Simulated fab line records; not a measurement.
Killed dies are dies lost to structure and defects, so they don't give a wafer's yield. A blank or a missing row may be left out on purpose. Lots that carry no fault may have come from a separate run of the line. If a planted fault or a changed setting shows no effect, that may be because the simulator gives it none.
Which tool was responsible?    flow berkeley cmos170    14 lots, 42 wafers sampled, at 2 steps of a route of 331

== WHAT THE GAUGES SHOWED, per wafer ==
Not one reading of a measure or inspect step in the record can be checked against a usual standard deviation.

== WHAT TOOL EACH LOT RAN ON (gives the tool, then ch and the chambers of the sampled wafers, and finally the start) ==
lot   UCB170_PSD_IMPLANT_08            UCB170_PSD_STRIP_09
L491  implanter-02 ch 0, day 7 10:14   plasma asher-04 ch 0,1, day 7 10:22
L492  implanter-03 ch 0, day 7 10:23   plasma asher-02 ch 0,1, day 7 10:32
L493  implanter-04 ch 0, day 8 10:00   plasma asher-04 ch 0,1, day 8 10:06
L494  implanter-02 ch 0, day 8 10:15   plasma asher-02 ch 0,1, day 8 10:24
L496  implanter-03 ch 0, day 8 10:32   plasma asher-03 ch 0,1, day 8 10:41
L495  implanter-04 ch 0, day 8 11:06   plasma asher-03 ch 0,1, day 8 11:15
L498  implanter-02 ch 0, day 9 05:03   plasma asher-03 ch 0,1, day 9 05:10
L499  implanter-02 ch 0, day 9 05:18   plasma asher-04 ch 1, day 9 05:27
L497  implanter-03 ch 0, day 9 05:32   plasma asher-02 ch 0,1, day 9 05:39
L503  implanter-03 ch 0, day 10 02:58  plasma asher-03 ch 0,1, day 10 03:05
L509  implanter-04 ch 0, day 11 16:50  plasma asher-04 ch 0,1, day 11 16:59
L512  implanter-03 ch 0, day 12 19:35  plasma asher-04 ch 0,1, day 12 19:42
L513  implanter-04 ch 0, day 12 19:51  plasma asher-02 ch 0,1, day 12 19:59
L511  implanter-03 ch 0, day 12 19:54  plasma asher-04 ch 0,1, day 12 20:02
- UCB170_PSD_IMPLANT_08
- UCB170_PSD_STRIP_09: strips in O2.

== WHAT THE TOOLS THEMSELVES READ (means of the sampled wafers that have a number; where no wafer has one, the mark that the record gives instead) ==
UCB170_PSD_IMPLANT_08.
lot   tool          beam on s (s)  dose ions cm2
L491  implanter-02  9.93           3e+15
L492  implanter-03  10.02          3e+15
L493  implanter-04  9.96           3e+15
L494  implanter-02  10.04          3e+15
L496  implanter-03  9.95           3e+15
L495  implanter-04  9.96           3e+15
L498  implanter-02  10.06          3e+15
L499  implanter-02  9.96           3e+15
L497  implanter-03  9.91           3e+15
L503  implanter-03  9.90           3e+15
L509  implanter-04  9.91           3e+15
L512  implanter-03  10.12          3e+15
L513  implanter-04  10.07          3e+15
L511  implanter-03  9.93           3e+15

UCB170_PSD_STRIP_09.
lot   tool             drypump motor current A (A)  oes product au (a.u.)  strip time to endpoint s (s)
L491  plasma asher-04  5.95                         0.601                  29.41
L492  plasma asher-02  6.25                         0.595                  29.42
L493  plasma asher-04  5.96                         0.599                  29.34
L494  plasma asher-02  6.21                         0.601                  29.41
L496  plasma asher-03  5.96                         0.601                  29.38
L495  plasma asher-03  5.96                         0.599                  29.32
L498  plasma asher-03  5.96                         0.602                  29.40
L499  plasma asher-04  5.73                         0.602                  29.45
L497  plasma asher-02  6.07                         0.601                  29.36
L503  plasma asher-03  5.96                         0.602                  29.39
L509  plasma asher-04  6.15                         0.599                  29.30
L512  plasma asher-04  6.18                         0.599                  29.49
L513  plasma asher-02  6.22                         0.597                  29.36
L511  plasma asher-04  5.94                         0.597                  29.56

== THE ANSWER, worked out from the rows above alone ==
Rule: what is usual is taken from the lots themselves. The widest of any qualifying gaps counts: lots, ordered by their means at a reading, are off when they make up no more than a third of the lots, leave a main group of 4 or more, and stand apart from it by 3 or more times the standard deviation of that group's means. If all means in a main group match to the digits the tables above print for the reading, that group is not used. A lot without any number at a reading at which 4 lots or more have one is off too. The other lots that the step has rows for count as sound. The gauges are gone through in route order, then the tools' own readings, and for those a lot's mean is taken as printed above. At the first step where some lot is off, the reading lying furthest off is the one used; lots without a number count as furthest.
Across all readings shown, no lot is off: no conclusion can be drawn from this.

== WHAT WAS PUT IN BY THE SIMULATOR ==
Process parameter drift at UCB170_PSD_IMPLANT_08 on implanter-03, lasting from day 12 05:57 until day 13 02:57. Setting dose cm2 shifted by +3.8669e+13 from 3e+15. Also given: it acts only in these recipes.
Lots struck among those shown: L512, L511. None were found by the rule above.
